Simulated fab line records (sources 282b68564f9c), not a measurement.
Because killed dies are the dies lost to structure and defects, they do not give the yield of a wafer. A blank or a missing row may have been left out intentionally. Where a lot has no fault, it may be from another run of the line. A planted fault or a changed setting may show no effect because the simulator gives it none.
fab line records -- flow rit-cmos
record: lots: 6, wafers: 18, last-day: 7
route steps=202 shown GATE@83 M1@202
lots untouched by any fault: they come from a run of this same line in which no faults occurred
start-h: hours from the record's first day to the start of the lot's first wafer shown -- wait-h: time in hours since the lot's previous step -- " as in the row above -- L1.1+2: several wafers, shown together as one row -- - no value present, or no start provided -- * or withheld: withheld -- < > ~ a bound
route shown NAME@n: a module of which the file shows steps, and the number in the route of the first -- usual: average and standard deviation across the fault-free wafers -- same: alike in all rows -- chamber/n: place in a boat -- sites: per-site readings -- _std_site: their standard deviation -- _edge_site: outer sites' mean less inner sites' -- radius-mm: for every site, how far away it sits from the centre of the wafer -- mask NAME#n: copy n -- behind: tool/chamber where the wafer was last shaped -- hold: reason for holding the lot/hours on hold/outcome of the hold -- device: the n, p or np transistor that did not switch -- end of line: tests of these same wafers at the route's end -- step lacking rows: just its recipe -- killed: count of dies lost to structure and defects at first sort (not the wafer's yield) -- map: the dies of a wafer, with x for killed, . for not killed, _ for no die there
set.NAME: setting as actually run; set.NAME@STEP: the setting as run at that earlier step -- model.NAME: the simulator's own value behind a step, which no gauge read
certain route steps with their lots: each step a table, each wafer a row
services: the hour from which a tool's chamber was out of use, counted from the record's first day as start-h (under 0 if before that day), plus the number of hours and why
== steps ==
step: RIT_GATE_THK_MEAS_07
recipe: reads: SiO2_of_GATE_OXIDATION_05
usual: GATE_OXIDE_THK: 3.01/0.073
lot.wafer,tool,chamber,start-h,wait-h,GATE_OXIDE_THK[nm]
L936.3,film-metro-03,-,40.79,0.0,3.03
L936.4,film-metro-03,-,40.79,0.0,3.06
L936.5,film-metro-03,-,40.79,0.0,3.11
L946.1,film-metro-02,-,92.49,0.0,3.00
L946.2,film-metro-02,-,92.49,0.0,3.06
L946.3,film-metro-02,-,92.49,0.0,3.11
L948.2,film-metro-04,-,104.74,0.0,3.20
L948.3,film-metro-04,-,104.74,0.0,3.22
L948.4,film-metro-04,-,104.74,0.0,3.21
L951.2,film-metro-03,-,118.22,0.0,2.97
L951.5,film-metro-03,-,118.22,0.0,2.97
L951.6,film-metro-03,-,118.22,0.0,3.00
L955.2,film-metro-04,-,135.76,0.0,3.01
L955.4,film-metro-04,-,135.76,0.0,2.93
L955.6,film-metro-04,-,135.76,0.0,2.98
L957.1,film-metro-04,-,147.83,0.0,3.05
L957.4,film-metro-04,-,147.83,0.0,3.11
L957.5,film-metro-04,-,147.83,0.0,3.12
step: RIT_GATE_CVD_08
recipe: material: poly-Si, target-thk-nm: 250, temp-c: 610, precursor: SiH4, time-s: 2220, pressure-mtorr: 300, sih4-flow-sccm: 100
step: RIT_GATE_THK_MEAS_09
recipe: reads: poly-Si_of_GATE_CVD_08
usual: GATE_POLY_THK: 251.7/2.4
lot.wafer,tool,chamber,start-h,wait-h,GATE_POLY_THK[nm]
L936.3,film-metro-04,-,42.46,0.0,251.0
L936.4,film-metro-04,-,42.46,0.0,249.3
L936.5,film-metro-04,-,42.46,0.0,252.1
L946.1,film-metro-02,-,94.17,0.0,254.8
L946.2,film-metro-02,-,94.17,0.0,256.9
L946.3,film-metro-02,-,94.17,0.0,255.0
L948.2,film-metro-04,-,106.41,0.0,250.5
L948.3,film-metro-04,-,106.41,0.0,252.3
L948.4,film-metro-04,-,106.41,0.0,252.9
L951.2,film-metro-04,-,119.90,0.0,251.2
L951.5,film-metro-04,-,119.90,0.0,253.2
L951.6,film-metro-04,-,119.90,0.0,252.5
L955.2,film-metro-03,-,137.44,0.0,252.2
L955.4,film-metro-03,-,137.44,0.0,252.4
L955.6,film-metro-03,-,137.44,0.0,250.6
L957.1,film-metro-04,-,150.34,0.0,254.4
L957.4,film-metro-04,-,150.34,0.0,253.1
L957.5,film-metro-04,-,150.34,0.0,256.1
step: RIT_GATE_HMDS_10
recipe: prime-time-s: 60, prime-temp-c: 140
step: RIT_GATE_COAT_11
recipe: resist: NOVOLAK, spin-rpm: 4250, resist-thk-nm: 850
step: RIT_GATE_SOFTBAKE_12
recipe: resist: NOVOLAK, temp-c: 88.95, time-s: 60
step: RIT_GATE_EXPOSE_13
recipe: mask-id: M6, na: 0.6, source-shape: conventional, sigma-outer: 0.6, target-cd-nm: 150, dose-mj: 380
step: RIT_GATE_PEB_14
recipe: resist: NOVOLAK, temp-c: withheld, time-s: withheld
step: RIT_GATE_DEVELOP_15
recipe: resist: NOVOLAK, develop-time-s: 50, dev-temp-c: 23
step: RIT_GATE_CD_MEAS_16
recipe: target-cd-nm: 150
usual: cd-nm: 150.4/3
lot.wafer,tool,chamber,start-h,wait-h,cd-nm
L936.3,cd-sem-02,-,43.51,-,149.2
L936.4,cd-sem-02,-,43.51,-,150.5
L936.5,cd-sem-02,-,43.51,-,149.9
L946.1,cd-sem-01,-,95.08,-,151.1
L946.2,cd-sem-01,-,95.08,-,151.4
L946.3,cd-sem-01,-,95.08,-,150.2
L948.2,cd-sem-02,-,107.63,-,154.4
L948.3,cd-sem-02,-,107.63,-,154.2
L948.4,cd-sem-02,-,107.63,-,152.7
L951.2,cd-sem-02,-,120.92,-,151.0
L951.5,cd-sem-02,-,120.92,-,150.6
L951.6,cd-sem-02,-,120.92,-,149.3
L955.2,cd-sem-01,-,138.37,-,155.1
L955.4,cd-sem-01,-,138.37,-,157.0
L955.6,cd-sem-01,-,138.37,-,155.6
L957.1,cd-sem-01,-,151.25,-,149.9
L957.4,cd-sem-01,-,151.25,-,152.1
L957.5,cd-sem-01,-,151.25,-,151.9
step: RIT_GATE_OVL_MEAS_17
usual: GATE_OVL: 0.4/1.3
lot.wafer,tool,chamber,start-h,wait-h,GATE_OVL[nm]
L936.3,overlay-01,-,43.60,0.1,1.6
L936.4,overlay-01,-,43.60,0.1,2.3
L936.5,overlay-01,-,43.60,0.1,1.0
L946.1,overlay-01,-,95.20,0.1,3.4
L946.2,overlay-01,-,95.20,0.1,2.4
L946.3,overlay-01,-,95.20,0.1,1.2
L948.2,overlay-01,-,107.73,0.1,0.3
L948.3,overlay-01,-,107.73,0.1,0.7
L948.4,overlay-01,-,107.73,0.1,1.4
L951.2,overlay-01,-,121.02,0.1,0.2
L951.5,overlay-01,-,121.02,0.1,-0.2
L951.6,overlay-01,-,121.02,0.1,0.1
L955.2,overlay-02,-,138.47,0.1,-1.3
L955.4,overlay-02,-,138.47,0.1,-1.4
L955.6,overlay-02,-,138.47,0.1,-1.6
L957.1,overlay-01,-,151.37,0.1,2.3
L957.4,overlay-01,-,151.37,0.1,1.5
L957.5,overlay-01,-,151.37,0.1,0.7
step: RIT_GATE_HARDBAKE_18
recipe: resist: NOVOLAK, temp-c: 140, time-s: 60
step: RIT_GATE_ETCH_19
recipe: chemistry: SF6/CHF3/O2, time-s: 165, SF6_flow_sccm: 30, CHF3_flow_sccm: 30, O2_flow_sccm: 5, target: poly-Si, pressure-mtorr: 40, rf-w: 160, target-depth-a: 3125, over-etch-frac: 0.25, stop-on: SiO2
usual: chamber-pressure-mTorr: 40.00/0.041, drypump-motor-current-A: 5.7/0.48, he-backside-leak-sccm: 2.8/0.34, oes-product-au: 0.850/0.013, rf-fwd-power-W: 159.4/0.51, throttle-valve-pct: 10.20/0.12
lot.wafer,tool,chamber,start-h,wait-h,chamber-pressure-mTorr,drypump-motor-current-A,he-backside-leak-sccm,oes-product-au,rf-fwd-power-W,rf-hours-counter-h,throttle-valve-pct,model.etch.depth-nm,model.GATE.feature-depth-nm,model.NOVOLAK_of_GATE_COAT_11.thk-nm
L936.3,rie-si-01,0,43.77,0.1,40.00,5.0,2.7,0.851,159.1,3,10.04,251,251,665.1
L936.4,rie-si-01,0,43.77,0.1,39.97,5.0,2.7,0.845,159.2,-,10.05,249.4,249.4,667.6
L936.5,rie-si-01,1,43.77,0.1,39.95,5.5,2.9,0.851,158.8,-,10.16,252.1,252.1,670.9
L946.1,rie-si-01,0,95.38,0.1,39.99,5.0,2.7,0.860,158.6,4,10.04,255,255,670
L946.2,rie-si-01,3,95.38,0.1,40.00,6.1,2.9,0.776,159.7,3,10.47,227.8,227.8,693.6
L946.3,rie-si-01,1,95.38,0.1,39.97,5.6,2.7,0.857,160.5,34,10.16,255.1,255.1,669.3
L948.2,rie-si-01,0,107.91,0.1,40.01,5.0,2.7,0.848,158.8,4,10.04,250.5,250.5,672.6
L948.3,rie-si-01,2,107.91,0.1,40.03,6.1,2.5,0.842,159.0,101,10.16,252.2,252.2,674.1
L948.4,rie-si-01,3,107.91,0.1,40.02,6.1,3.1,0.784,159.2,3,10.48,229.2,229.2,693
L951.2,rie-si-02,3,121.20,0.1,40.03,5.4,2.7,0.844,159.9,1,10.26,251.4,251.4,670.7
L951.5,rie-si-02,2,121.20,0.1,40.00,4.9,2.7,0.856,159.4,-,10.24,253.2,253.2,669.1
L951.6,rie-si-02,3,121.20,0.1,39.94,5.4,2.8,0.847,159.9,-,10.25,252.7,252.7,669.9
L955.2,rie-si-02,1,138.65,0.1,39.94,6.1,3.7,0.865,159.3,119,10.04,252.3,252.3,677.6
L955.4,rie-si-02,2,138.65,0.1,39.80,4.9,2.8,0.841,158.9,-,10.22,252.4,252.4,669.9
L955.6,rie-si-02,1,138.65,0.1,40.00,6.0,3.5,0.855,159.7,-,10.04,250.4,250.4,675.4
L957.1,rie-si-02,1,151.55,0.1,40.05,6.0,3.1,0.867,159.8,120,10.07,254.4,254.4,673.2
L957.4,rie-si-02,2,151.55,0.1,40.01,4.9,2.5,0.855,159.5,-,10.24,253,253,665.2
L957.5,rie-si-02,3,151.55,0.1,40.02,5.4,2.7,0.848,159.9,-,10.25,255.8,255.8,669.1
step: RIT_GATE_STRIP_20
recipe: chemistry: O2, time-s: 180, resist: NOVOLAK, platen-temp-c: withheld, power-w: 500, pressure-mtorr: 4000, o2-flow-sccm: 4000
usual: chamber-pressure-mTorr: 4000/4, drypump-motor-current-A: 5.7/0.37, o2-flow-sccm: 4000/12
lot.wafer,tool,chamber,start-h,wait-h,chamber-pressure-mTorr,drypump-motor-current-A,o2-flow-sccm,rf-hours-counter-h
L936.3,plasma-asher-03,0,43.94,0.1,4003,5.9,3996,-
L936.4,plasma-asher-03,1,43.94,0.1,4007,6.1,4001,-
L936.5,plasma-asher-03,0,43.94,0.1,4006,5.9,4008,-
L946.1,plasma-asher-01,1,95.49,0.1,3998,6.0,4001,46
L946.2,plasma-asher-01,0,95.49,0.1,3998,5.2,3994,46
L946.3,plasma-asher-01,0,95.49,0.1,3999,5.2,4000,-
L948.2,plasma-asher-01,1,108.02,0.1,4001,6.0,3990,47
L948.3,plasma-asher-01,1,108.02,0.1,3997,6.0,3989,-
L948.4,plasma-asher-01,0,108.02,0.1,4003,5.2,4005,-
L951.2,plasma-asher-02,1,121.31,0.1,3996,5.4,3997,35
L951.5,plasma-asher-02,0,121.31,0.1,4002,5.8,4006,-
L951.6,plasma-asher-02,1,121.31,0.1,3997,5.4,3994,-
L955.2,plasma-asher-03,0,138.76,0.1,3992,5.9,3979,2
L955.4,plasma-asher-03,1,138.76,0.1,4005,6.2,3993,-
L955.6,plasma-asher-03,1,138.76,0.1,3997,6.2,3988,-
L957.1,plasma-asher-02,0,151.66,0.1,3999,5.8,4014,38
L957.4,plasma-asher-02,1,151.66,0.1,3992,5.4,4015,-
L957.5,plasma-asher-02,0,151.66,0.1,3996,5.8,4005,-
step: RIT_M1_PROBE_99
usual: killed_at_M0_to_M3: 0.0/0.12, killed-at-contacts: 0.0/0.22, killed-at-front-end: 7/3.2, killed-dies: 8/3.2, killed-on-rim: 1.9/1.4, killed-open: 3.7/2.1, killed-short: 3.8/2.2
same: gross-dies: 264, killed_at_M4_up: 0, killed-at-back-side: 0, killed-at-other: 0
lot.wafer,tool,chamber,start-h,wait-h,hold,killed_at_M0_to_M3,killed-at-contacts,killed-at-front-end,killed-dies,killed-on-rim,killed-open,killed-short
L946.1,prober-02,-,117.74,0.1,await-dispo/9.0h/release,0,0,5,5,1,1,4
L946.2,prober-02,-,117.79,0.1,await-dispo/9.0h/release,0,1,263,264,70,2,3
L946.3,prober-02,-,117.84,0.2,await-dispo/9.0h/release,0,0,7,7,1,4,3
L948.2,prober-02,-,129.10,0.1,await-dispo/0.8h/release,0,0,9,9,1,4,5
L948.3,prober-02,-,129.15,0.2,await-dispo/0.8h/release,1,0,6,7,2,2,5
L948.4,prober-02,-,129.20,0.2,await-dispo/0.8h/release,0,0,264,264,70,2,4
L951.2,prober-01,-,142.26,0.1,-,0,0,9,9,1,6,3
L951.5,prober-01,-,142.41,0.2,-,0,0,11,11,3,6,5
L951.6,prober-01,-,142.46,0.2,-,0,0,9,9,1,6,3
killed by level:class
L946.1 GATE:geometric-particle:short=2 GATE:geometric-particle:open=1 SPACER:geometric-particle:short=1 SILICIDE:geometric-particle:short=1
L946.2 GATE:area-etch=259 FOX1:geometric-particle:open=1 GATE:geometric-particle:short=1 GATE:geometric-particle:open=1 SPACER:geometric-particle:short=1 CONTACT:geometric-particle:short=1
L946.3 GATE:geometric-particle:short=2 GATE:geometric-particle:open=2 SPACER:geometric-particle:open=2 SPACER:geometric-particle:short=1
L948.2 FOX1:geometric-particle:short=2 GATE:geometric-particle:open=2 GATE:geometric-particle:short=1 REOX:geometric-particle:open=1 SPACER:geometric-particle:short=1 SPACER:geometric-particle:open=1 SILICIDE:geometric-particle:short=1
L948.3 GATE:geometric-particle:short=3 REOX:geometric-particle:open=2 REOX:geometric-particle:short=1 M1:geometric-particle:short=1
L948.4 GATE:area-etch=258 GATE:geometric-particle:short=3 GATE:geometric-particle:open=1 REOX:geometric-particle:open=1 REOX:geometric-particle:short=1
L951.2 GATE:geometric-particle:open=3 GATE:geometric-particle:short=2 SILICIDE:geometric-particle:open=2 FOX2:geometric-particle:open=1 SPACER:geometric-particle:short=1
L951.5 FOX2:geometric-particle:short=3 SPACER:geometric-particle:open=3 SPACER:geometric-particle:short=2 SILICIDE:geometric-particle:open=2 GATE:geometric-particle:open=1
L951.6 GATE:geometric-particle:open=5 REOX:geometric-particle:short=2 GATE:geometric-particle:short=1 SPACER:geometric-particle:open=1
map L946.2 (x killed, . not)
________xxxxxxx_______
_____xxxxxxxxxxxxx____
____xxxxxxxxxxxxxxx___
___xxxxxxxxxxxxxxxxx__
__xxxxxxxxxxxxxxxxxxx_
__xxxxxxxxxxxxxxxxxxx_
_xxxxxxxxxxxxxxxxxxxxx
_xxxxxxxxxxxxxxxxxxxxx
_xxxxxxxxxxxxxxxxxxxxx
_xxxxxxxxxxxxxxxxxxxxx
__xxxxxxxxxxxxxxxxxxx_
__xxxxxxxxxxxxxxxxxxx_
___xxxxxxxxxxxxxxxxx__
____xxxxxxxxxxxxxxx___
_____xxxxxxxxxxxxx____
________xxxxxxx_______
map L948.4 (x killed, . not)
________xxxxxxx_______
_____xxxxxxxxxxxxx____
____xxxxxxxxxxxxxxx___
___xxxxxxxxxxxxxxxxx__
__xxxxxxxxxxxxxxxxxxx_
__xxxxxxxxxxxxxxxxxxx_
_xxxxxxxxxxxxxxxxxxxxx
_xxxxxxxxxxxxxxxxxxxxx
_xxxxxxxxxxxxxxxxxxxxx
_xxxxxxxxxxxxxxxxxxxxx
__xxxxxxxxxxxxxxxxxxx_
__xxxxxxxxxxxxxxxxxxx_
___xxxxxxxxxxxxxxxxx__
____xxxxxxxxxxxxxxx___
_____xxxxxxxxxxxxx____
________xxxxxxx_______
== services ==
tool,chamber,start-h,hours,kind
rie-si-02,3,21.34,-,clean
rie-si-02,3,21.34,15.5,scheduled-down
rie-si-02,3,21.34,15.5,vent-cycle
plasma-asher-01,-,54.90,3.0,repair
rie-si-02,2,57.51,-,clean
rie-si-02,2,57.51,16.8,scheduled-down
rie-si-02,2,57.51,16.8,vent-cycle
rie-si-02,3,74.61,3.0,repair
plasma-asher-03,-,108.75,9.0,pm
plasma-asher-03,0,108.75,9.0,vent-cycle
plasma-asher-03,1,108.75,9.0,vent-cycle
plasma-asher-03,0,117.75,-,clean
plasma-asher-03,1,117.75,-,clean
rie-si-02,0,132.24,-,clean
rie-si-02,0,132.24,21.7,scheduled-down
rie-si-02,0,132.24,21.7,vent-cycle
plasma-asher-02,-,132.94,4.4,repair
== key ==
first-sign: step: RIT_GATE_ETCH_19, reading: oes-product-au, direction: down, sigmas: 5.4, usual: 0.850, struck: 0.780
effect: step: RIT_M1_PROBE_99, reading: killed-at-front-end, direction: up, sigmas: 81, usual: 7, struck: 264
model-effect: step: RIT_GATE_ETCH_19, value: etch.depth-nm, without: 255, struck: 228.5
more-kills-born-at: RIT_GATE_ETCH_19@rie-si-01: 517
met-at RIT_GATE_ETCH_19
struck-wafers L946.2,L948.4
later-rows-left-out L946.2,L948.4
tester-left-out L946,L948
fault: kind: process-parameter-drift, tool: rie-si-01, chamber: 3, onset-h: 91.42, steps: RIT_GATE_ETCH_19, channel: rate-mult, offset: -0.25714, shape: step, end-h: 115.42
tester-left-out: of these lots the tester's yield and bins aren't shown, on N5 and GAA mostly nor the transistor test; their killed dies are dies lost to structure and defects alone, not to doping, threshold or leakage, so they don't give the yield
later-rows-left-out: the simulator's readings of these wafers behind a module that went badly wrong aren't trusted and aren't shown, but for the sort
